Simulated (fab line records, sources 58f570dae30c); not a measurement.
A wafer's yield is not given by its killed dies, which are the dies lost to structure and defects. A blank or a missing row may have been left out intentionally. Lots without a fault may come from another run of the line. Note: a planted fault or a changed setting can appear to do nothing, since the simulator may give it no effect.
Which of the tools did it? / flow berkeley-cmos170 / route of 331 steps, sampled at 1 step: 14 lots, 42 wafers

WHAT THE GAUGES READ, wafer by wafer
UCB170_NLDD_OVL_MEAS_07.
lot=L969; measured=day 6 05:50; on=overlay-02; NLDD_OVL (nm)=4 1 5
lot=L975; measured=day 7 19:31; on=overlay-01; NLDD_OVL (nm)=3 1 2
lot=L973; measured=day 7 19:49; on=overlay-01; NLDD_OVL (nm)=1 7 5
lot=L974; measured=day 7 20:13; on=overlay-01; NLDD_OVL (nm)=12 4 13
lot=L978; measured=day 7 23:53; on=overlay-01; NLDD_OVL (nm)=1 5 13
lot=L981; measured=day 9 10:46; on=overlay-01; NLDD_OVL (nm)=6 3 3
lot=L985; measured=day 9 11:00; on=overlay-01; NLDD_OVL (nm)=11 8 9
lot=L984; measured=day 9 13:43; on=overlay-01; NLDD_OVL (nm)=3 8 -5
lot=L983; measured=day 10 00:44; on=overlay-01; NLDD_OVL (nm)=6 -1 -4
lot=L987; measured=day 10 09:57; on=overlay-01; NLDD_OVL (nm)=6 15 2
lot=L988; measured=day 10 10:13; on=overlay-02; NLDD_OVL (nm)=-2 -9 -5
lot=L989; measured=day 10 14:10; on=overlay-02; NLDD_OVL (nm)=-4 -6 2
lot=L990; measured=day 11 09:49; on=overlay-02; NLDD_OVL (nm)=8 0 7
lot=L991; measured=day 11 10:05; on=overlay-02; NLDD_OVL (nm)=11 12 13

WHAT TOOL EACH LOT RAN ON (gives the tool, then ch and the chambers of the sampled wafers, and finally the start)
There is no process step in the record ahead of these readings.

AS READ BY THE TOOLS THEMSELVES (means over the sampled wafers that have a number; for cases with no such wafer, the mark the record gives instead)
The record holds no such reading with a usual standard deviation.

THE ANSWER, worked out from the rows above alone
Rule: the lots themselves supply what counts as usual. Put in order of their means at a reading, lots are off if they are a third of the lots or fewer, leave a main group of 4 or more, and stand apart from it by a gap of 3 or more times the standard deviation of the main group's means; of several such gaps the widest counts. A main group is skipped when, at the precision printed for the reading in the tables above, its means are all equal. Also off: a lot with no number at a reading for which 4 or more lots have one. The other lots that the step has rows for count as sound. The gauges are gone through in route order, then the tools' own readings, and for those a lot's mean is taken as printed above. The first step at which some lot is off is used, and at that step the reading that is off furthest; a lot without a number counts as furthest.
Nothing can be told from this: no lot is off at any reading shown.

WHAT WAS PUT IN BY THE SIMULATOR
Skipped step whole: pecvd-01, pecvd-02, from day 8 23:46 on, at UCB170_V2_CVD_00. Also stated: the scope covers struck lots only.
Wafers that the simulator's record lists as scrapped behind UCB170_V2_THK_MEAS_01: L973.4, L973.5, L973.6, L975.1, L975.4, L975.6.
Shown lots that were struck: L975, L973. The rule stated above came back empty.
